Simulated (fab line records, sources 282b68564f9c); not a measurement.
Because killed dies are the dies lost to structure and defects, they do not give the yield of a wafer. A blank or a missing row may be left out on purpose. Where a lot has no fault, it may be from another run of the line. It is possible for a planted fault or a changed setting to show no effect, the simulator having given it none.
fab line records ; flow ritCmos
record lots=7; wafers=21; lastDay=8
route steps=202 shown PRETRO@69 GATE@75 FOX2@80 M1@202
lots that met no fault: taken from a fault-free run of the same line
startH: hours from the record's first day to the start of the lot's first wafer shown ; waitH: how many hours have passed since the lot's step before this one ; " the same as in the row above ; L1.1+2: one row covering several wafers at once ; - no value, or no start given ; * or withheld: withheld ; < > ~ a bound
route shown NAME@n: a module of which the file shows steps, and the number in the route of the first ; usual: mean/standard deviation taken from wafers without a fault ; same: alike in all rows ; chamber/n: place in a boat ; sites: each site's reading ; _std_site: how widely they spread, as a standard deviation ; _edge_site: mean of outer sites minus mean of inner sites ; radiusMm: for every site, how far away it sits from the centre of the wafer ; mask NAME#n: copy n ; behind: tool/chamber where the wafer was last shaped ; hold: why the lot went on hold/how many hours it stayed there/how the hold came to an end ; device: the n, p or np transistor that did not switch ; end of line: the route-end tests of the same wafers ; step lacking rows: just its recipe ; killed: dies that structure and defects cost at the first sort, which is not the same as the wafer's yield ; map: a wafer's dies, x killed, . not, _ none there
set.NAME: the setting that was run; set.NAME@STEP: the one run at that earlier step ; model.NAME: the simulator's own value behind a step, which no gauge read
lots at selected steps of the route; one table per step, one row per wafer
services: from which hour (startH, from the record's first day; less than 0 if before it) a tool's chamber was out of use, for how many hours, and why
## steps
# step RIT_PRETRO_DEVELOP_05
# recipe resist=NOVOLAK; developTimeS=68; devTempC=23
# step RIT_PRETRO_OVL_MEAS_06
# usual PRETRO_OVL=1.6/1.3
lot.wafer;tool;chamber;startH;waitH;PRETRO_OVL[nm]
L262.1;overlay-01;-;48.51;-;4.7
L262.2;overlay-01;-;48.51;-;2.7
L262.3;overlay-01;-;48.51;-;5.7
L263.1;overlay-01;-;54.10;-;2.3
L263.3;overlay-01;-;54.10;-;3.1
L263.4;overlay-01;-;54.10;-;0.6
L266.4;overlay-02;-;68.38;-;3.8
L266.5;overlay-02;-;68.38;-;3.4
L266.6;overlay-02;-;68.38;-;2.5
L267.3;overlay-02;-;77.34;-;2.2
L267.4;overlay-02;-;77.34;-;2.7
L267.5;overlay-02;-;77.34;-;0.8
L270.1;overlay-02;-;89.64;-;2.8
L270.2;overlay-02;-;89.64;-;1.1
L270.6;overlay-02;-;89.64;-;2.1
L272.2;overlay-02;-;100.44;-;2.7
L272.4;overlay-02;-;100.44;-;2.1
L272.6;overlay-02;-;100.44;-;0.2
L282.1;overlay-02;-;161.17;-;-1.0
L282.2;overlay-02;-;161.17;-;-0.5
L282.6;overlay-02;-;161.17;-;-0.9
# step RIT_PRETRO_HARDBAKE_07
# recipe resist=NOVOLAK; tempC=140; timeS=120
# step RIT_PRETRO_IMPLANT_08
# recipe species=B; energyKev=45; doseCm2=1.2e+13; tiltDeg=7
# step RIT_PRETRO_STRIP_09
# recipe chemistry=O2; timeS=180; resist=NOVOLAK; platenTempC=withheld; powerW=500; pressureMtorr=4000; o2FlowSccm=4000
# usual drypumpMotorCurrentA=5.9/0.48
lot.wafer;tool;chamber;startH;waitH;drypumpMotorCurrentA;rfHoursCounterH
L262.1;plasmaAsher-02;1;48.95;0.1;5.5;42
L262.2;plasmaAsher-02;0;48.95;0.1;6.6;42
L262.3;plasmaAsher-02;1;48.95;0.1;5.5;-
L263.1;plasmaAsher-04;1;54.54;0.1;6.1;40
L263.3;plasmaAsher-04;0;54.54;0.1;5.4;-
L263.4;plasmaAsher-04;1;54.54;0.1;6.1;-
L266.4;plasmaAsher-01;0;68.86;0.1;5.4;-
L266.5;plasmaAsher-01;1;68.86;0.1;5.9;-
L266.6;plasmaAsher-01;0;68.86;0.1;5.4;-
L267.3;plasmaAsher-02;0;77.82;0.1;6.6;-
L267.4;plasmaAsher-02;1;77.82;0.1;5.5;-
L267.5;plasmaAsher-02;1;77.82;0.1;5.5;-
L270.1;plasmaAsher-01;1;90.08;0.1;6.0;45
L270.2;plasmaAsher-01;0;90.08;0.1;5.4;45
L270.6;plasmaAsher-01;1;90.08;0.1;5.9;-
L272.2;plasmaAsher-04;1;100.87;0.1;6.1;45
L272.4;plasmaAsher-04;0;100.87;0.1;5.4;-
L272.6;plasmaAsher-04;0;100.87;0.1;5.4;-
L282.1;plasmaAsher-02;0;161.79;0.1;6.6;52
L282.2;plasmaAsher-02;1;161.79;0.1;5.5;52
L282.6;plasmaAsher-02;1;161.79;0.1;5.4;-
# step RIT_PRETRO_TW_MEAS_10
# usual PRETRO_TW=472/6.8
lot.wafer;tool;chamber;startH;waitH;PRETRO_TW
L262.1;filmMetro-01;-;49.12;0.1;474
L262.2;filmMetro-01;-;49.12;0.1;475
L262.3;filmMetro-01;-;49.12;0.1;472
L263.1;filmMetro-03;-;54.72;0.1;478
L263.3;filmMetro-03;-;54.72;0.1;478
L263.4;filmMetro-03;-;54.72;0.1;480
L266.4;filmMetro-03;-;69.00;0.1;478
L266.5;filmMetro-03;-;69.00;0.1;477
L266.6;filmMetro-03;-;69.00;0.1;476
L267.3;filmMetro-04;-;77.96;0.1;466
L267.4;filmMetro-04;-;77.96;0.1;466
L267.5;filmMetro-04;-;77.96;0.1;465
L270.1;filmMetro-04;-;90.25;0.1;466
L270.2;filmMetro-04;-;90.25;0.1;463
L270.6;filmMetro-04;-;90.25;0.1;468
L272.2;filmMetro-03;-;101.05;0.1;478
L272.4;filmMetro-03;-;101.05;0.1;478
L272.6;filmMetro-03;-;101.05;0.1;479
L282.1;filmMetro-04;-;161.97;0.1;466
L282.2;filmMetro-04;-;161.97;0.1;463
L282.6;filmMetro-04;-;161.97;0.1;467
# step RIT_GATE_WET_ETCH_00
# recipe chemistry=BOE; target=SiO2; targetDepthNm=56; timeS=60; dry=n2Spin; dilution=10:1; tempC=21.5
# step RIT_GATE_CLEAN_01
# recipe chemistry=SC1; mix=3:3:50; timeS=600; tempC=75
# step RIT_GATE_CLEAN_02
# recipe chemistry=dHF; dilution=50:1; timeS=30
# step RIT_GATE_CLEAN_03
# recipe chemistry=SC2; mix=3:3:50; timeS=600; tempC=75; dry=n2Spin
# step RIT_GATE_CLEAN_04
# recipe chemistry=dHF; dilution=50:1; timeS=60; dry=n2Spin
# step RIT_FOX2_THK_MEAS_91
# recipe reads=SiO2_of_FOX2_OXIDATION_00
# usual FIELD_OXIDE_LEFT_2_THK=256/4.9
lot.wafer;tool;chamber;startH;waitH;FIELD_OXIDE_LEFT_2_THK[nm]
L262.1;filmMetro-02;-;49.64;0.0;255
L262.2;filmMetro-02;-;49.64;0.0;259
L262.3;filmMetro-02;-;49.64;0.0;254
L263.1;filmMetro-04;-;55.19;0.0;254
L263.3;filmMetro-04;-;55.19;0.0;262
L263.4;filmMetro-04;-;55.19;0.0;258
L266.4;filmMetro-04;-;69.48;0.0;256
L266.5;filmMetro-04;-;69.48;0.0;257
L266.6;filmMetro-04;-;69.48;0.0;251
L267.3;filmMetro-01;-;78.45;0.0;252
L267.4;filmMetro-01;-;78.45;0.0;256
L267.5;filmMetro-01;-;78.45;0.0;252
L270.1;filmMetro-01;-;90.77;0.0;257
L270.2;filmMetro-01;-;90.77;0.0;256
L270.6;filmMetro-01;-;90.77;0.0;257
L272.2;filmMetro-01;-;101.53;0.0;252
L272.4;filmMetro-01;-;101.53;0.0;248
L272.6;filmMetro-01;-;101.53;0.0;263
L282.1;filmMetro-04;-;162.46;0.0;245
L282.2;filmMetro-04;-;162.46;0.0;252
L282.6;filmMetro-04;-;162.46;0.0;250
# step RIT_GATE_OXIDATION_05
# recipe tempC=900; ambient=O2; targetThkA=30; oxTimeS=270
# usual oxTempC=900.0/0.34; oxTempCMax=903.9/1.2; tubeCenterTempC=900/0.079
lot.wafer;tool;chamber;startH;waitH;oxTempC;oxTempCMax;tubeCenterTempC
L262.1;furnace-04;0;49.70;0.1;899.7;904.7;900.05
L262.2;furnace-04;0;49.70;0.1;900.1;904.7;900.05
L262.3;furnace-04;0;49.70;0.1;900.3;905.8;899.95
L263.1;furnace-01;0;58.64;3.4;899.9;904.1;900.07
L263.3;furnace-01;0;58.64;3.4;900.3;904.7;900
L263.4;furnace-01;0;58.64;3.4;900.3;904.7;900.16
L266.4;furnace-03;0;70.99;1.5;900.2;902.8;899.88
L266.5;furnace-03;0;70.99;1.5;900.2;903.4;900.13
L266.6;furnace-03;0;70.99;1.5;900.6;903.2;900
L267.3;furnace-01;0;78.55;0.1;900.3;904.5;900.15
L267.4;furnace-01;0;78.55;0.1;899.6;904.7;899.97
L267.5;furnace-01;0;78.55;0.1;899.2;905.6;899.93
L267.3;furnace-03;0;81.63;2.0;900.1;903.9;899.96
L267.4;furnace-03;0;81.63;2.0;900.2;903.3;899.95
L267.5;furnace-03;0;81.63;2.0;900.0;902.2;899.99
L270.1;furnace-03;0;94.45;3.7;899.7;901.9;900.11
L270.2;furnace-03;0;94.45;3.7;900.2;903.0;900.02
L270.6;furnace-03;0;94.45;3.7;899.5;902.8;900.02
L270.1;furnace-03;0;97.09;1.6;900.3;902.8;899.94
L270.2;furnace-03;0;97.09;1.6;899.9;902.7;899.89
L270.6;furnace-03;0;97.09;1.6;900.2;903.2;900
L272.2;furnace-04;0;102.05;0.5;899.8;904.7;899.88
L272.4;furnace-04;0;102.05;0.5;900.0;904.6;899.95
L272.6;furnace-04;0;102.05;0.5;899.6;903.5;900.01
L272.2;furnace-03;0;103.51;0.4;900.5;903.4;900.06
L272.4;furnace-03;0;103.51;0.4;901.4;904.2;899.97
L272.6;furnace-03;0;103.51;0.4;900.1;902.9;899.97
L282.1;furnace-03;0;163.72;1.3;899.4;902.9;899.95
L282.2;furnace-03;0;163.72;1.3;899.7;902.0;900.02
L282.6;furnace-03;0;163.72;1.3;899.5;902.2;900.09
# step RIT_GATE_ANNEAL_06
# recipe tempC=900; timeS=600; ambient=N2O
# step RIT_GATE_THK_MEAS_07
# recipe reads=SiO2_of_GATE_OXIDATION_05
# usual GATE_OXIDE_THK=3.04/0.062
lot.wafer;tool;chamber;startH;waitH;GATE_OXIDE_THK[nm]
L262.1;filmMetro-01;-;51.02;0.0;2.98
L262.2;filmMetro-01;-;51.02;0.0;3.03
L262.3;filmMetro-01;-;51.02;0.0;3.03
L263.1;filmMetro-04;-;61.27;0.0;3.05
L263.3;filmMetro-04;-;61.27;0.0;2.98
L263.4;filmMetro-04;-;61.27;0.0;3.00
L266.4;filmMetro-01;-;74.43;0.0;2.97
L266.5;filmMetro-01;-;74.43;0.0;3.02
L266.6;filmMetro-01;-;74.43;0.0;3.01
L267.3;filmMetro-04;-;83.22;0.0;5.14
L267.4;filmMetro-04;-;83.22;0.0;5.11
L267.5;filmMetro-04;-;83.22;0.0;5.13
L267.3;filmMetro-04;-;83.45;0.2;5.19
L267.4;filmMetro-04;-;83.45;0.2;5.10
L267.5;filmMetro-04;-;83.45;0.2;5.15
L270.1;filmMetro-01;-;98.47;0.1;5.00
L270.2;filmMetro-01;-;98.47;0.1;5.00
L270.6;filmMetro-01;-;98.47;0.1;4.97
L270.1;filmMetro-01;-;98.70;0.2;5.04
L270.2;filmMetro-01;-;98.70;0.2;5.05
L270.6;filmMetro-01;-;98.70;0.2;4.97
L272.2;filmMetro-02;-;105.34;0.0;5.32
L272.4;filmMetro-02;-;105.34;0.0;5.32
L272.6;filmMetro-02;-;105.34;0.0;5.19
L272.2;filmMetro-02;-;105.56;0.2;5.31
L272.4;filmMetro-02;-;105.56;0.2;5.27
L272.6;filmMetro-02;-;105.56;0.2;5.19
L282.1;filmMetro-02;-;166.95;0.0;3.10
L282.2;filmMetro-02;-;166.95;0.0;3.12
L282.6;filmMetro-02;-;166.95;0.0;3.15
# step RIT_GATE_CVD_08
# recipe material=poly-Si; targetThkNm=250; tempC=610; precursor=SiH4; timeS=2220; pressureMtorr=300; sih4FlowSccm=100
# step RIT_M1_PROBE_99
# usual killedAtContacts=0.1/0.24; killedAtFrontEnd=7/3.1; killedDies=7/3.1; killedOpen=3.3/1.9; killedShort=3.9/2.1
# same grossDies=264; killed_at_M0_to_M3=0; killed_at_M4_up=0; killedAtBackSide=0; killedAtOther=0
lot.wafer;tool;chamber;startH;waitH;killedAtContacts;killedAtFrontEnd;killedDies;killedOpen;killedShort
L262.1;prober-02;-;79.32;0.1;0;12;12;5;7
L262.2;prober-02;-;79.37;0.1;0;4;4;1;3
L262.3;prober-02;-;79.42;0.2;0;10;10;8;2
L263.1;prober-01;-;85.39;0.1;0;4;4;2;2
L263.3;prober-01;-;85.49;0.2;0;1;1;0;1
L263.4;prober-01;-;85.54;0.2;0;10;10;2;8
L266.4;prober-02;-;98.39;0.2;0;13;13;5;8
L266.5;prober-02;-;98.44;0.2;0;5;5;3;2
L266.6;prober-02;-;98.49;0.2;0;11;11;6;5
L267.3;prober-01;-;120.85;0.2;0;7;7;2;5
L267.4;prober-01;-;120.90;0.2;0;7;7;1;6
L267.5;prober-01;-;120.95;0.2;0;10;10;5;5
L270.1;prober-02;-;132.28;0.1;0;6;6;2;4
L270.2;prober-02;-;132.33;0.1;0;4;4;3;1
L270.6;prober-02;-;132.53;0.2;0;4;4;2;2
L272.2;prober-02;-;137.39;0.1;0;6;6;4;2
L272.4;prober-02;-;137.49;0.2;0;7;7;6;1
L272.6;prober-02;-;137.59;0.2;0;5;5;3;2
L282.1;prober-01;-;195.80;0.1;1;10;11;3;8
L282.2;prober-01;-;195.85;0.1;0;8;8;4;4
L282.6;prober-01;-;196.05;0.2;0;13;13;7;6
# killed by level:class
L262.1 FOX1:geometricParticle:short=4 FOX1:geometricParticle:open=4 REOX:geometricParticle:short=2 REOX:geometricParticle:open=1 SILICIDE:geometricParticle:short=1
L262.2 FOX1:geometricParticle:short=2 FOX2:geometricParticle:open=1 REOX:geometricParticle:short=1
L262.3 GATE:geometricParticle:open=4 REOX:geometricParticle:short=2 FOX1:geometricParticle:open=1 FOX2:geometricParticle:open=1 REOX:geometricParticle:open=1 SILICIDE:geometricParticle:open=1
L263.1 GATE:geometricParticle:short=1 GATE:geometricParticle:open=1 SILICIDE:geometricParticle:short=1 SILICIDE:geometricParticle:open=1
L263.3 GATE:geometricParticle:short=1
L263.4 GATE:geometricParticle:short=5 FOX2:geometricParticle:short=1 FOX2:geometricParticle:open=1 GATE:geometricParticle:open=1 REOX:geometricParticle:short=1 SPACER:geometricParticle:short=1
L266.4 GATE:geometricParticle:short=4 FOX1:geometricParticle:short=3 GATE:geometricParticle:open=2 FOX1:geometricParticle:open=1 SILICIDE:geometricParticle:open=1 REOX:geometricParticle:open=1 SILICIDE:geometricParticle:short=1
L266.5 SILICIDE:geometricParticle:open=2 GATE:geometricParticle:short=1 GATE:geometricParticle:open=1 SILICIDE:geometricParticle:short=1
L266.6 GATE:geometricParticle:open=4 GATE:geometricParticle:short=3 FOX2:geometricParticle:open=1 SPACER:geometricParticle:short=1 SILICIDE:geometricParticle:open=1 SILICIDE:geometricParticle:short=1
L267.3 GATE:geometricParticle:short=2 FOX2:geometricParticle:short=1 REOX:geometricParticle:short=1 SPACER:geometricParticle:open=1 SILICIDE:geometricParticle:open=1 SILICIDE:geometricParticle:short=1
L267.4 GATE:geometricParticle:short=3 REOX:geometricParticle:short=3 SILICIDE:geometricParticle:open=1
L267.5 GATE:geometricParticle:open=4 REOX:geometricParticle:short=2 FOX2:geometricParticle:short=1 GATE:geometricParticle:short=1 SPACER:geometricParticle:open=1 SILICIDE:geometricParticle:short=1
L270.1 GATE:geometricParticle:short=2 FOX1:geometricParticle:short=1 FOX2:geometricParticle:open=1 REOX:geometricParticle:open=1 SPACER:geometricParticle:short=1
L270.2 REOX:geometricParticle:open=2 GATE:geometricParticle:short=1 SILICIDE:geometricParticle:open=1
L270.6 REOX:geometricParticle:open=2 SPACER:geometricParticle:short=1 SILICIDE:geometricParticle:short=1
L272.2 GATE:geometricParticle:open=3 FOX1:geometricParticle:open=1 GATE:geometricParticle:short=1 SPACER:geometricParticle:short=1
L272.4 FOX1:geometricParticle:open=3 FOX1:geometricParticle:short=1 GATE:geometricParticle:open=1 SPACER:geometricParticle:open=1 SILICIDE:geometricParticle:open=1
L272.6 GATE:geometricParticle:open=2 FOX1:geometricParticle:open=1 GATE:geometricParticle:short=1 SPACER:geometricParticle:short=1
L282.1 GATE:geometricParticle:short=5 GATE:geometricParticle:open=2 FOX2:geometricParticle:short=1 SPACER:geometricParticle:short=1 SILICIDE:geometricParticle:short=1 CONTACT:geometricParticle:open=1
L282.2 GATE:geometricParticle:open=3 GATE:geometricParticle:short=2 FOX1:geometricParticle:short=1 SPACER:geometricParticle:open=1 SPACER:geometricParticle:short=1
L282.6 GATE:geometricParticle:open=7 FOX1:geometricParticle:short=3 GATE:geometricParticle:short=2 FOX2:geometricParticle:short=1
## services
tool;chamber;startH;hours;kind
plasmaAsher-04;-;35.24;10.0;pm
furnace-03;-;43.47;3.1;pm
plasmaAsher-02;-;44.58;1.2;repair
plasmaAsher-04;-;47.58;3.2;repair
furnace-04;-;108.93;75.3;pm
plasmaAsher-04;-;116.94;2.9;repair
plasmaAsher-01;0;117.75;-;clean
plasmaAsher-01;1;117.75;-;clean
furnace-01;-;126.73;3.7;pm
furnace-03;-;137.66;2.1;repair
## key
firstSign step=RIT_GATE_OXIDATION_05; reading=visit; direction=added
effect step=RIT_GATE_THK_MEAS_07; reading=visit; direction=added
effect step=RIT_GATE_THK_MEAS_07; reading=GATE_OXIDE_THK; direction=up; sigmas=34; usual=3.04; struck=5.13
metAt RIT_GATE_OXIDATION_05
struckWafers L267.3,L267.4,L267.5,L270.1,L270.2,L270.6,L272.2,L272.4,L272.6
testerLeftOut L267,L270,L272
fault kind=repeatedStepWhole; tool=furnace-01,furnace-03,furnace-04; chamber=-; onsetH=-; steps=RIT_GATE_OXIDATION_05; times=1; scope=struckLotsOnly
# testerLeftOut: of these lots the tester's yield and bins aren't shown, on N5 and GAA mostly nor the transistor test; their killed dies are dies lost to structure and defects alone, not to doping, threshold or leakage, so they don't give the yield
